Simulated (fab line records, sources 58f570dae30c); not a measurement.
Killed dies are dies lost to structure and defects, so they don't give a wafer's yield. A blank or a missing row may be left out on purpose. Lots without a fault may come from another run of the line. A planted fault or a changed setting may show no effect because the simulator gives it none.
fab line records | flow berkeley_cmos170
record lots=5 wafers=23
route steps=331 shown GATE@136 NLDD@161 NSD@195 SDANNEAL@205 SILICIDE@211 CONTACT@217 M1@250
start_h: hours from the record's first day to the start of the lot's first wafer shown | wait_h: hours since the lot's step before | " the same as in the row above | L1.1+2: a row that stands for several wafers | - no value, or no start given | * or withheld: withheld | < > ~ a bound
route shown NAME@n: a module of which the file shows steps, and the number in the route of the first | usual: mean/standard deviation of fault-free wafers | same: alike in all rows | chamber/n: place in a boat | sites: the reading at each site | _std_site: their standard deviation | _edge_site: outer sites' mean less inner sites' | radius_mm: how far each site lies from the wafer's centre | mask NAME#n: copy n | behind: the tool/chamber that last shaped the wafer | hold: why the lot was held/for how many hours/how that ended | device: the transistor (n, p or np) that didn't switch | end of line: the same wafers' tests at the end of the route | a step without rows: its recipe alone | killed: dies lost to structure and defects at the first sort, not the wafer's yield | map: a wafer's dies, x killed, . not, _ none there
set.NAME: the setting as run; set.NAME@STEP: as run at that earlier step | model.NAME: the simulator's own value behind a step, which no gauge read
lots whose settings were changed on purpose; a table a step, a row a wafer
## steps
# step UCB170_GATE_PEB_10
# recipe peb_temp_c=130 peb_time_s=withheld resist=KrF
# columns lot.wafer tool chamber start_h wait_h set.peb_temp_c
L074.2+3 litho_track-01 0 149.15 0.6 133.4
L074.4+5+6 " 0 " " 130
L077.1+5 litho_track-02 0 164.56 0.6 130
L077.3+4+6 " 0 " " 131
L078.1+2+4 litho_track-03 0 164.69 0.6 130
L078.3+6 " 0 " " 132.5
L082.1+3+4 litho_track-03 0 175.23 0.1 130
L083.1+2 litho_track-03 0 185.65 0.1 126.6
L083.3+5+6 " 0 " " 130
# step UCB170_GATE_DEVELOP_11
# recipe developer=TMAH develop_time_s=45 resist=KrF dev_temp_c=21
# step UCB170_GATE_CD_MEAS_12
# recipe target_cd_nm=350
# usual cd_nm=350.0/1.3
# columns lot.wafer tool chamber start_h wait_h set.peb_temp_c@GATE_PEB_10 cd_nm
L074.2 cd_sem-01 - 149.42 - 133.4 332.1
L074.3 " - " " 133.4 331.1
L074.4 " - " " 130 351.1
L074.5 " - " " 130 351.9
L074.6 " - " " 130 351.4
L077.1 cd_sem-02 - 164.83 - 130 350.2
L077.3 " - " " 131 343.2
L077.4 " - " " 131 343.3
L077.5 " - " " 130 349.1
L077.6 " - " " 131 343.8
L078.1 cd_sem-02 - 164.97 - 130 351.3
L078.2 " - " " 130 351.2
L078.3 " - " " 132.5 336.5
L078.4 " - " " 130 351.9
L078.6 " - " " 132.5 337.1
L082.1 cd_sem-01 - 175.50 - 130 348.4
L082.3 " - " " 130 350.0
L082.4 " - " " 130 349.4
L083.1 cd_sem-01 - 185.93 - 126.6 374.2
L083.2 " - " " 126.6 373.7
L083.3 " - " " 130 350.1
L083.5 " - " " 130 349.8
L083.6 " - " " 130 347.8
# step UCB170_GATE_ETCH_14
# recipe chemistry=N2/H2 target_depth_a=withheld overetch_a=withheld target=BARC time_s=withheld source_w=500 bias_w=100 pressure_mtorr=30 n2_flow_sccm=100 h2_flow_sccm=200
# step UCB170_GATE_ETCH_15
# recipe chemistry=HBr/Cl2 target=poly-Si stop_on=SiO2 over_etch_frac=0.3 icp_w=300 bias_w=150 time_s=56.3 pressure_mtorr=15 HBr_flow_sccm=150 Cl2_flow_sccm=50 target_depth_a=2782
# columns lot.wafer tool chamber start_h wait_h set.peb_temp_c@GATE_PEB_10 model.GATE.cd_nm
L074.2 rie_si-01 0 149.60 - 133.4 331.9
L074.3 " 1 " " 133.4 330.4
L074.4 " 3 " " 130 350.5
L074.5 " 2 " " 130 352.7
L074.6 " 3 " " 130 350.1
L077.1 rie_si-02 1 165.03 - 130 349.5
L077.3 " 0 " " 131 342.8
L077.4 " 2 " " 131 342.9
L077.5 " 2 " " 130 348.7
L077.6 " 3 " " 131 343.7
L078.1 rie_si-01 0 165.17 - 130 351.1
L078.2 " 1 " " 130 350.7
L078.3 " 3 " " 132.5 335.8
L078.4 " 1 " " 130 351.2
L078.6 " 3 " " 132.5 337.2
L082.1 rie_si-01 2 175.70 - 130 348.9
L082.3+4 " 3,1 " " 130 349.7
L083.1 rie_si-01 1 186.12 - 126.6 375.1
L083.2 " 3 " " 126.6 374.4
L083.3 " 2 " " 130 350.2
L083.5 " 2 " " 130 -
L083.6 " 1 " " 130 348.3
# step UCB170_GATE_STRIP_16
# recipe chemistry=O2 power_w=400 pressure_mtorr=3500 platen_temp_c=withheld o2_flow_sccm=400 overash_fraction=0.5
# step UCB170_GATE_CD_MEAS_90
# recipe target_cd_nm=350
# usual cd_nm=349.8/1.4
# columns lot.wafer tool chamber start_h wait_h set.peb_temp_c@GATE_PEB_10 cd_nm
L074.2 cd_sem-02 - 149.77 0.1 133.4 332.0
L074.3 " - " " 133.4 330.9
L074.4 " - " " 130 350.7
L074.5 " - " " 130 352.8
L074.6 " - " " 130 350.3
L077.1 cd_sem-01 - 165.23 0.1 130 349.3
L077.3 " - " " 131 342.6
L077.4 " - " " 131 343.0
L077.5 " - " " 130 348.8
L077.6 " - " " 131 344.0
L078.1 cd_sem-01 - 165.35 0.1 130 351.2
L078.2 " - " " 130 350.7
L078.3 " - " " 132.5 335.9
L078.4 " - " " 130 351.4
L078.6 " - " " 132.5 337.4
L082.1 cd_sem-01 - 175.85 0.1 130 348.5
L082.3 " - " " 130 349.6
L082.4 " - " " 130 350.0
L083.1 cd_sem-01 - 186.27 0.1 126.6 375.3
L083.2 " - " " 126.6 374.3
L083.3 " - " " 130 349.8
L083.5 " - " " 130 349.7
L083.6 " - " " 130 348.1
# step UCB170_NLDD_EXPOSE_03
# recipe mask_id=NSELECT na=0.5 sigma_outer=0.6 source_shape=conventional target_cd_nm=1200 dose_mj=30
# columns lot.wafer tool chamber start_h wait_h mask set.dose_mj
L074.2+3+5 krf_scanner-02 0 154.63 0.3 NSELECT#0 32.08
L074.4+6 " 0 " " NSELECT#0 30
L077.1+4+5 krf_scanner-02 0 168.16 0.1 NSELECT#0 27.98
L077.3+6 " 0 " " NSELECT#0 30
L078.1+2+3+4+6 krf_scanner-01 0 168.56 0.2 NSELECT#0 30
L082.1+3+4 krf_scanner-02 0 183.21 0.2 NSELECT#0 30
L083.1+3+5 krf_scanner-02 0 189.67 0.2 NSELECT#0 30
L083.2+6 " 0 " " NSELECT#0 29.03
# step UCB170_NLDD_PEB_04
# recipe peb_temp_c=130 peb_time_s=withheld resist=KrF
# step UCB170_NLDD_DEVELOP_05
# recipe developer=TMAH develop_time_s=45 resist=KrF dev_temp_c=21
# step UCB170_NLDD_CD_MEAS_06
# recipe target_cd_nm=1200
# usual cd_nm=1199.9/1.1
# columns lot.wafer tool chamber start_h wait_h set.dose_mj@NLDD_EXPOSE_03 cd_nm
L074.2 cd_sem-02 - 155.21 - 32.08 1210.5
L074.3 " - " " 32.08 1211.5
L074.4 " - " " 30 1197.7
L074.5 " - " " 32.08 1209.8
L074.6 " - " " 30 1199.6
L077.1 cd_sem-02 - 168.55 - 27.98 1190.6
L077.3 " - " " 30 1202.2
L077.4 " - " " 27.98 1189.5
L077.5 " - " " 27.98 1188.6
L077.6 " - " " 30 1201.6
L078.1 cd_sem-01 - 168.95 - 30 1200.9
L078.2 " - " " 30 1200.4
L078.3 " - " " 30 1201.5
L078.4 " - " " 30 1200.3
L078.6 " - " " 30 1200.7
L082.1 cd_sem-01 - 183.60 - 30 1199.4
L082.3 " - " " 30 1199.3
L082.4 " - " " 30 1200.1
L083.1 cd_sem-02 - 190.06 - 30 1200.5
L083.2 " - " " 29.03 1195.7
L083.3 " - " " 30 1200.0
L083.5 " - " " 30 1201.3
L083.6 " - " " 29.03 1195.0
# step UCB170_NLDD_IMPLANT_08
# recipe species=As dose_cm2=5e+13 energy_kev=30 tilt_deg=7 rotation_deg=0
# columns lot.wafer tool chamber start_h wait_h set.dose_cm2
L074.2+5 implanter-03 0 155.37 0.0 4.819e+13
L074.3+4+6 " 0 " " 5e+13
L077.1+4 implanter-04 0 168.70 0.0 5e+13
L077.3+5+6 " 0 " " 5.224e+13
L078.1+2+3+4+6 implanter-01 0 169.10 0.0 5e+13
L082.1+3+4 implanter-01 0 183.76 0.0 5e+13
L083.1+2+5 implanter-04 0 190.21 0.0 4.652e+13
L083.3+6 " 0 " " 5e+13
# step UCB170_NSD_IMPLANT_08
# recipe species=P dose_cm2=3e+15 energy_kev=40 tilt_deg=7
# columns lot.wafer tool chamber start_h wait_h set.dose_cm2
L074.2+3 implanter-02 0 165.35 0.0 2.789e+15
L074.4+5+6 " 0 " " 3e+15
L077.1+3 implanter-02 0 178.98 0.0 3e+15
L077.4+5+6 " 0 " " 2.839e+15
L078.1+6 implanter-04 0 179.22 0.0 3e+15
L078.2+3+4 " 0 " " 2.918e+15
L082.1+3+4 implanter-03 0 195.55 0.0 3e+15
L083.1+3 implanter-04 0 203.98 0.0 3.083e+15
L083.2+5+6 " 0 " " 3e+15
# step UCB170_NSD_STRIP_09
# recipe chemistry=O2 power_w=400 pressure_mtorr=3500 platen_temp_c=withheld o2_flow_sccm=400 overash_fraction=0.5
# usual strip_time_to_endpoint_s=35.82/0.054
# columns lot.wafer tool chamber start_h wait_h set.dose_cm2@NSD_IMPLANT_08 strip_time_to_endpoint_s
L074.2 plasma_asher-03 1 165.47 0.1 2.789e+15 35.16
L074.3 " 1 " " 2.789e+15 35.11
L074.4 " 0 " " 3e+15 35.78
L074.5 " 0 " " 3e+15 35.85
L074.6 " 1 " " 3e+15 35.82
L077.1 plasma_asher-02 1 179.13 0.1 3e+15 35.79
L077.3 " 0 " " 3e+15 35.84
L077.4 " 1 " " 2.839e+15 35.25
L077.5 " 0 " " 2.839e+15 35.27
L077.6 " 1 " " 2.839e+15 35.27
L078.1 plasma_asher-01 1 179.37 0.1 3e+15 35.79
L078.2 " 0 " " 2.918e+15 35.55
L078.3 " 0 " " 2.918e+15 35.48
L078.4 " 1 " " 2.918e+15 35.51
L078.6 " 0 " " 3e+15 35.74
L082.1 plasma_asher-02 0 195.70 0.1 3e+15 35.89
L082.3 " 0 " " 3e+15 35.78
L082.4 " 1 " " 3e+15 35.82
L083.1 plasma_asher-02 0 204.13 0.1 3.083e+15 36.09
L083.2 " 1 " " 3e+15 35.79
L083.3 " 1 " " 3.083e+15 36.09
L083.5 " 1 " " 3e+15 35.82
L083.6 " 0 " " 3e+15 35.84
# step UCB170_NSD_CLEAN_11
# recipe chemistry=SPM temp_c=120 time_s=600
# step UCB170_SDANNEAL_RTA_01
# recipe temp_c=1050 time_s=5 ambient=N2
# step UCB170_SDANNEAL_RS_MEAS_03
# recipe thk_meas_gauge=four-point-probe
# usual NSD_RS=37.28/0.071
# columns lot.wafer tool chamber start_h wait_h set.dose_cm2@NSD_IMPLANT_08 NSD_RS[ohm/sq]
L074.2 film_metro-02 - 167.49 0.1 2.789e+15 38.58
L074.3 " - " " 2.789e+15 38.57
L074.4 " - " " 3e+15 37.35
L074.5 " - " " 3e+15 37.26
L074.6 " - " " 3e+15 37.29
L077.1 film_metro-01 - 181.21 0.1 3e+15 37.17
L077.3 " - " " 3e+15 37.25
L077.4 " - " " 2.839e+15 38.21
L077.5 " - " " 2.839e+15 38.17
L077.6 " - " " 2.839e+15 38.17
L078.1 film_metro-02 - 181.26 0.1 3e+15 37.40
L078.2 " - " " 2.918e+15 37.76
L078.3 " - " " 2.918e+15 37.89
L078.4 " - " " 2.918e+15 37.86
L078.6 " - " " 3e+15 37.51
L082.1 film_metro-01 - 197.03 0.1 3e+15 37.11
L082.3 " - " " 3e+15 37.21
L082.4 " - " " 3e+15 37.14
L083.1 film_metro-04 - 205.67 0.1 3.083e+15 36.88
L083.2 " - " " 3e+15 37.31
L083.3 " - " " 3.083e+15 36.78
L083.5 " - " " 3e+15 37.29
L083.6 " - " " 3e+15 37.28
# step UCB170_SDANNEAL_RS_MEAS_05
# recipe thk_meas_gauge=four-point-probe
# usual NLDD_RS=616.1/1.4
# columns lot.wafer tool chamber start_h wait_h set.dose_cm2@NLDD_IMPLANT_08 NLDD_RS[ohm/sq]
L074.2 film_metro-02 - 167.73 0.1 4.819e+13 626.6
L074.3 " - " " 5e+13 616.6
L074.4 " - " " 5e+13 618.1
L074.5 " - " " 4.819e+13 625.4
L074.6 " - " " 5e+13 618.5
L077.1 film_metro-01 - 181.45 0.1 5e+13 616.0
L077.3 " - " " 5.224e+13 605.1
L077.4 " - " " 5e+13 616.5
L077.5 " - " " 5.224e+13 608.0
L077.6 " - " " 5.224e+13 606.3
L078.1 film_metro-02 - 181.50 0.1 5e+13 613.0
L078.2 " - " " 5e+13 615.8
L078.3 " - " " 5e+13 614.5
L078.4 " - " " 5e+13 615.7
L078.6 " - " " 5e+13 615.4
L082.1 film_metro-01 - 197.27 0.1 5e+13 614.5
L082.3 " - " " 5e+13 615.3
L082.4 " - " " 5e+13 615.1
L083.1 film_metro-04 - 205.91 0.1 4.652e+13 629.1
L083.2 " - " " 4.652e+13 630.1
L083.3 " - " " 5e+13 617.1
L083.5 " - " " 4.652e+13 629.5
L083.6 " - " " 5e+13 614.9
# step UCB170_SILICIDE_SPUTTER_01
# recipe material=Ti target_thk_nm=30 time_s=25 power_w=1500 chamber_pressure_pa=0.5
# columns lot.wafer tool chamber start_h wait_h set.chamber_pressure_pa model.Ti_of_SILICIDE_SPUTTER_01.thk_nm
L074.2 pvd_sputter-04 - 167.89 0.0 0.4285 31.15
L074.3 " - " " 0.4285 31.28
L074.4 " - " " 0.4285 31.11
L074.5 " - " " 0.4285 31.5
L074.6 " - " " 0.4285 31.09
L077.1 pvd_sputter-04 - 181.63 0.0 0.5 30.39
L077.3 " - " " 0.5 29.91
L077.4 " - " " 0.5 30.04
L077.5 " - " " 0.5 29.94
L077.6 " - " " 0.5 30.54
L078.1 pvd_sputter-03 - 181.68 0.0 0.5 30.01
L078.2 " - " " 0.5 29.7
L078.3 " - " " 0.5 30.28
L078.4+6 " - " " 0.5 29.97
L082.1 pvd_sputter-04 - 197.46 0.0 0.5 30.01
L082.3 " - " " 0.5 30.35
L082.4 " - " " 0.5 29.89
L083.1 pvd_sputter-03 - 206.10 0.0 0.5528 29.38
L083.2 " - " " 0.5528 29.81
L083.3 " - " " 0.5528 29.17
L083.5 " - " " 0.5528 29.28
L083.6 " - " " 0.5528 29.01
# step UCB170_CONTACT_CVD_01
# recipe material=PSG target_thk_nm=700 temp_c=450 precursor=SiH4/O2/PH3 time_s=2820 pressure_mtorr=300 sih4_flow_sccm=60 o2_flow_sccm=90 ph3_flow_sccm=25
# columns lot.wafer tool chamber start_h wait_h set.time_s model.PSG_of_CONTACT_CVD_01.thk_nm
L074.2 - - - 1.7 3109 775.1
L074.3 " - " " 3109 773.7
L074.4+5 " - " " 3109 774.4
L074.6 " - " " 3109 770.8
L077.1 - - - 0.0 2931 733.7
L077.3 " - " " 2931 730.7
L077.4 " - " " 2931 736.8
L077.5 " - " " 2931 737.4
L077.6 " - " " 2931 733.8
L078.1 - - - 1.1 3192 786.5
L078.2 " - " " 3192 783
L078.3 " - " " 3192 794.5
L078.4 " - " " 3192 791.5
L078.6 " - " " 3192 786.4
L082.1 lpcvd-02 1 197.96 0.0 2820 702.1
L082.3 " 1 " " 2820 700
L082.4 " 1 " " 2820 702.3
L083.1 - - - 1.0 2973 731.6
L083.2 " - " " 2973 731.9
L083.3 " - " " 2973 729.4
L083.5 " - " " 2973 729
L083.6 " - " " 2973 727
# step UCB170_CONTACT_THK_MEAS_02
# recipe reads=PSG_of_CONTACT_CVD_01
# usual CONTACT_PSG_THK=703/6.2
# columns lot.wafer tool chamber start_h wait_h set.time_s@CONTACT_CVD_01 CONTACT_PSG_THK[nm]
L074.2 film_metro-01 - - - 3109 775
L074.3 " - " " 3109 774
L074.4 " - " " 3109 774
L074.5 " - " " 3109 774
L074.6 " - " " 3109 771
L077.1 film_metro-02 - - - 2931 734
L077.3 " - " " 2931 731
L077.4 " - " " 2931 736
L077.5 " - " " 2931 737
L077.6 " - " " 2931 733
L078.1 film_metro-02 - - - 3192 787
L078.2 " - " " 3192 783
L078.3 " - " " 3192 795
L078.4 " - " " 3192 791
L078.6 " - " " 3192 786
L082.1 film_metro-01 - 199.74 0.0 2820 703
L082.3 " - " " 2820 700
L082.4 " - " " 2820 702
L083.1 film_metro-01 - - - 2973 732
L083.2 " - " " 2973 732
L083.3 " - " " 2973 729
L083.5 " - " " 2973 729
L083.6 " - " " 2973 726
# step UCB170_M1_METAL_ETCH_12
# recipe chemistry=Cl2/BCl3 target=Al stop_on=PSG pressure_mtorr=12 target_depth_a=7800 over_etch_frac=0.3 time_s=130 icp_w=600 bias_w=120 Cl2_flow_sccm=90 bcl3_flow_sccm=45
# columns lot.wafer tool chamber start_h wait_h set.over_etch_frac set.time_s@CONTACT_CVD_01 model.PSG_of_CONTACT_CVD_01.thk_nm
L074.2 rie_metal-03 0 176.99 - 0.3429 3109 737.2
L074.3 " 0 " " 0.3429 3109 735.8
L074.4 " 1 " " 0.3429 3109 735.2
L074.5 " 1 " " 0.3 3109 736.5
L074.6 " 0 " " 0.3 3109 734.1
L077.1 rie_metal-01 0 189.17 - 0.3 2931 695.6
L077.3 " 0 " " 0.2122 2931 695.2
L077.4 " 1 " " 0.3 2931 700.6
L077.5 " 1 " " 0.2122 2931 703.9
L077.6 " 0 " " 0.2122 2931 698.1
L078.1 rie_metal-03 1 190.95 - 0.3 3192 748.4
L078.2 " 0 " " 0.3 3192 746.3
L078.3 " 0 " " 0.3419 3192 757
L078.4 " 1 " " 0.3 3192 753.3
L078.6 " 1 " " 0.3419 3192 747.1
L082.1+4 rie_metal-01 1 205.07 - 0.3 2820 666
L082.3 " 0 " " 0.3 2820 661.5
L083.1 rie_metal-02 0 214.20 - 0.3 2973 695.8
L083.2 " 1 " " 0.3 2973 695.1
L083.3 " 1 " " 0.3 2973 692.7
L083.5 " 0 " " 0.3 2973 693.4
L083.6 " 1 " " 0.3 2973 689.9
## key
split step=UCB170_GATE_PEB_10 setting=peb_temp_c stated=130 by=wafer
response step=UCB170_GATE_CD_MEAS_12 reading=cd_nm change=-8.32 per=1% r=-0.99
response step=UCB170_GATE_ETCH_15 reading=model.GATE.cd_nm change=-8.33 per=1% r=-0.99
response step=UCB170_GATE_CD_MEAS_90 reading=cd_nm change=-8.4 per=1% r=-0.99
split step=UCB170_NLDD_EXPOSE_03 setting=dose_mj stated=30 by=wafer
response step=UCB170_NLDD_CD_MEAS_06 reading=cd_nm change=+1.76 per=1% r=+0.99
split step=UCB170_NLDD_IMPLANT_08 setting=dose_cm2 stated=5e+13 by=wafer
response step=UCB170_SDANNEAL_RS_MEAS_05 reading=NLDD_RS change=-2.06 per=1% r=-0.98
split step=UCB170_NSD_IMPLANT_08 setting=dose_cm2 stated=3e+15 by=wafer
response step=UCB170_NSD_STRIP_09 reading=strip_time_to_endpoint_s change=* per=1% r=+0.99
response step=UCB170_SDANNEAL_RS_MEAS_03 reading=NSD_RS change=-0.177 per=1% r=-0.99
split step=UCB170_SILICIDE_SPUTTER_01 setting=chamber_pressure_pa stated=0.5 by=lot
response step=UCB170_SILICIDE_SPUTTER_01 reading=model.Ti_of_SILICIDE_SPUTTER_01.thk_nm change=-0.0767 per=1% r=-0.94
split step=UCB170_CONTACT_CVD_01 setting=time_s stated=2820 by=lot
response step=UCB170_CONTACT_CVD_01 reading=model.PSG_of_CONTACT_CVD_01.thk_nm change=+6.64 per=1% r=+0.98
response step=UCB170_CONTACT_THK_MEAS_02 reading=CONTACT_PSG_THK change=+6.64 per=1% r=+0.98
response step=UCB170_M1_METAL_ETCH_12 reading=model.PSG_of_CONTACT_CVD_01.thk_nm change=+6.49 per=1% r=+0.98
split step=UCB170_M1_METAL_ETCH_12 setting=over_etch_frac stated=0.3 by=wafer
response none clear
